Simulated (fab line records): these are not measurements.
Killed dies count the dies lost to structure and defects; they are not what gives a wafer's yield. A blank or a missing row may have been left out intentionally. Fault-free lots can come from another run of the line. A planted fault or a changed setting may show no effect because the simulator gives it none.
Struck lot and sound lot, side by side + flow rit_cmos + 14 out of 202 route steps
Sound: the wafers L169.2, L169.3, L169.6. Wafers struck: L175.1, L175.3, L175.6. Last of all comes the cause.
For every step that has rows: the tool of each side, followed by ch and its chambers, followed by its first start. Under that, the readings that differ: sound wafers + struck wafers + difference of the means + sigmas: that difference in standard deviations of wafers without a fault.
alike: same words and numbers on both sides, and readings whose means sit less than 2 such deviations apart. not compared: any withheld reading, any reading some wafer has no value for, any bound like >300 that may hide the same value, and any number with overlapping values for which the record gives no deviation.
Wherever a step has rows on one side only, a row that says differs or no value, or a row with sigmas, the two part there. Numbers that don't overlap but have no deviation are shown without sigmas and don't part them. A reading missing from all wafers of one side parts the sides only when that side holds two or more wafers.

first, 1 step without rows for these wafers: RIT_GATE_CLEAN_04 (cleans in dHF, time 60 s).
RIT_FOX2_THK_MEAS_91:
  struck on film_metro-01, day 4 06:08; sound on film_metro-01, day 2 22:45
  alike: FIELD_OXIDE_LEFT_2_THK
then, 2 steps without rows for these wafers: RIT_GATE_OXIDATION_05 (target thk 3 nm, ox time 270 s); RIT_GATE_ANNEAL_06 (time 600 s).
RIT_GATE_THK_MEAS_07:
  struck on film_metro-03, day 4 07:59; sound on film_metro-03, day 3 00:38
  alike: GATE_OXIDE_THK
then, 1 step without rows for these wafers: RIT_GATE_CVD_08 (deposits poly-Si from SiH4, target thk 250 nm, time 2220 s).
RIT_GATE_THK_MEAS_09:
  struck on film_metro-03, day 4 10:01; sound on film_metro-03, day 3 02:18
  alike: GATE_POLY_THK
then, 5 steps without rows for these wafers: RIT_GATE_HMDS_10 (prime time 60 s); RIT_GATE_COAT_11 (resist thk 850 nm); RIT_GATE_SOFTBAKE_12 (time 60 s); RIT_GATE_EXPOSE_13 (exposes mask M6, target cd 150 nm); RIT_GATE_PEB_14.
RIT_GATE_DEVELOP_15: develop time 50 s.
  sound on litho_track-01 ch 0, day 3 03:00; struck on litho_track-01, day 4 10:00
  no value came back on the struck wafers for chill_plate_temp_C (C), develop_time_s (s); on the sound wafers chill_plate_temp_C (C) reads 23.02 23.05 22.89
RIT_GATE_CD_MEAS_16: target cd 150 nm.
  struck on cd_sem-01, day 4 11:03; sound on cd_sem-01, day 3 03:13
| reading    | sound       | struck | difference                    | sigmas |
|------------|-------------|--------|-------------------------------|--------|
| cd_nm (nm) | 151 149 153 | - - -  | no value on the struck wafers |        |

## WHERE THEY PART
Earliest at RIT_GATE_DEVELOP_15; latest, in this record, at RIT_GATE_CD_MEAS_16.

WHY: the cause the simulator had injected
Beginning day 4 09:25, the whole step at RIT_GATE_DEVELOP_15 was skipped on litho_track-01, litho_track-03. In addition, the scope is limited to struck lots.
